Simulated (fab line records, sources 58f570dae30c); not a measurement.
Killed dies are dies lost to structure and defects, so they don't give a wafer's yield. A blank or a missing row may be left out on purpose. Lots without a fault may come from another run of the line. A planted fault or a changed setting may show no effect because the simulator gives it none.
Which tool did it? | flow berkeley_cmos170 | 7 lots, 21 wafers sampled, at 1 step of a route of 331

WHAT THE GAUGES READ, wafer by wafer
UCB170_V2_THK_MEAS_01.
lot  | measured     | on            | V2_TEOS_THK (nm)
L105 | day 10 17:49 | film_metro-01 | 1979 1974 2029
L108 | day 11 13:01 | film_metro-01 | 1984 2028 2054
L109 | day 11 16:22 | film_metro-01 | 1986 2049 1990
L115 | day 13 14:48 | film_metro-04 | 1989 1975 2047
L114 | day 13 17:47 | film_metro-04 | 1982 2000 2058
L116 | day 13 20:10 | film_metro-03 | 1984 2041 2009
L117 | day 14 07:50 | film_metro-04 | 1999 2013 1973

WHICH TOOL RAN EACH LOT (tool, then ch and the chambers of the sampled wafers, then the start)
The record holds no process step before these readings.

THE ANSWER, worked out from the rows above alone
Rule: what is usual is taken from the lots themselves. Put in order of their means at a reading, lots are off if they are a third of the lots or fewer, leave a main group of 4 or more, and stand apart from it by a gap of 3 or more times the standard deviation of the main group's means; of several such gaps the widest counts. A main group whose means are all the same, to the digits that the tables above print for the reading, isn't used. A lot without any number at a reading at which 4 lots or more have one is off too. The other lots that the step has rows for count as sound.
No lot is off at any reading shown: from this, nothing can be told.

WHAT THE SIMULATOR HAD PUT IN
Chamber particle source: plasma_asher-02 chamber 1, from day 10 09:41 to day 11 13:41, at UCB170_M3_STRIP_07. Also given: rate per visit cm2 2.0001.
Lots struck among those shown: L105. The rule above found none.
